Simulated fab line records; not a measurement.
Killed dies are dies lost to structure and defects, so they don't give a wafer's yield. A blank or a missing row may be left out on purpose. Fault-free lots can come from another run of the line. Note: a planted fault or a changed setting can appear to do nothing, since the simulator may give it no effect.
Split-lot trial	flow berkeley-cmos170	route with 331 steps; 5 lots, 23 wafers read

THE SPLIT
At UCB170_PLDD_EXPOSE_03 (exposes mask PSELECT, target cd 1200 nm), the setting dose-mj was moved away from the recipe's 30 on 7 of the 23 wafers read, by -6.6% to +4.8%. All remaining wafers had this setting at the recipe value.

FROM THE SPLIT TO THE READING: what the file shows between them, 2 steps
- UCB170_PLDD_PEB_04
- UCB170_PLDD_DEVELOP_05: develop time 45 s

THE READING
At UCB170_PLDD_CD_MEAS_06: cd-nm in nanometres, against a target cd of 1200 nm. Fault-free wafers of this fab line usually give 1199.7 nm, standard deviation 1.2 nm.

wafer	tool, chamber at the split	dose-mj as run	against the recipe	cd-nm, nm	against lot-mates on the recipe
L074.3	krf-scanner-02, 0	30	recipe	1199.4	-
L074.4	krf-scanner-02, 0	30	recipe	1199.7	-
L074.5	krf-scanner-02, 0	30	recipe	1200.8	-
L077.2	krf-scanner-01, 0	30	recipe	1199.3	-
L077.3	krf-scanner-01, 0	30	recipe	1200.6	-
L077.4	krf-scanner-01, 0	30	recipe	1197.7	-
L077.5	krf-scanner-01, 0	30	recipe	1200.1	-
L077.6	krf-scanner-01, 0	30	recipe	1200.3	-
L082.1	krf-scanner-02, 0	30	recipe	1199.8	-
L082.2	krf-scanner-02, 0	28.58	-4.7%	1191.3	-8.3
L082.3	krf-scanner-02, 0	30	recipe	1199.3	-
L082.4	krf-scanner-02, 0	30	recipe	1199.8	-
L082.5	krf-scanner-02, 0	28.58	-4.7%	1190.7	-8.9
L081.1	krf-scanner-01, 0	30	recipe	1198.9	-
L081.2	krf-scanner-01, 0	30	recipe	1198.0	-
L081.3	krf-scanner-01, 0	28.03	-6.6%	1186.9	-11.6
L081.4	krf-scanner-01, 0	30	recipe	1198.6	-
L081.6	krf-scanner-01, 0	28.03	-6.6%	1186.9	-11.6
L085.1	krf-scanner-02, 0	31.45	+4.8%	1210.7	+9.0
L085.2	krf-scanner-02, 0	31.45	+4.8%	1210.7	+9.0
L085.3	krf-scanner-02, 0	30	recipe	1200.9	-
L085.4	krf-scanner-02, 0	31.45	+4.8%	1211.5	+9.8
L085.6	krf-scanner-02, 0	30	recipe	1202.4	-

THE FIT
A straight line over all 23 wafers: cd-nm changes by +2.07 nm for each +1% of dose-mj; r = +0.98; the points scatter about the line by 1.1 nm.
The same after taking each lot's own level away (the mean of its wafers on the recipe; 23 wafers): +1.84 nm for each +1%; r = +0.99; scatter 0.68 nm.
Per that fit: largest dose-mj move, reading shift of 12 nm.
The lots' own levels span 1198.50 to 1201.65 nm, that is 2.6 times the standard deviation above.
Thus the slope moves with the lot-to-lot level: the two fits are different.
Check: -12.1 nm against its lot-mates is what the line predicts for one of the wafers moved furthest among these (-6.6%) when that wafer is left out of the fit. It came out at -11.6 nm against them.

THESE WAFERS: OTHER SPLITS
These wafers also went through other splits before the reading. Each is held against what the fit with the lots' levels taken away leaves over:
other split on the same wafers	wafers away from the commonest value	r with cd-nm (lot level and that fit taken away)
UCB170_PWELL_CVD_05 sih2cl2-flow-sccm	18	+0.03
UCB170_ACTIVE_PEB_11 peb-temp-c	5	+0.00
UCB170_SACOX_OXIDATION_01 ox-time-s	15	-0.02
UCB170_NVT_IMPLANT_07 energy-kev	9	-0.06
UCB170_GATE_EXPOSE_09 dose-mj	8	+0.09

THE FILE'S OWN FIT
cd-nm changes by +1.83 nm for each +1% of dose-mj, r = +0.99.
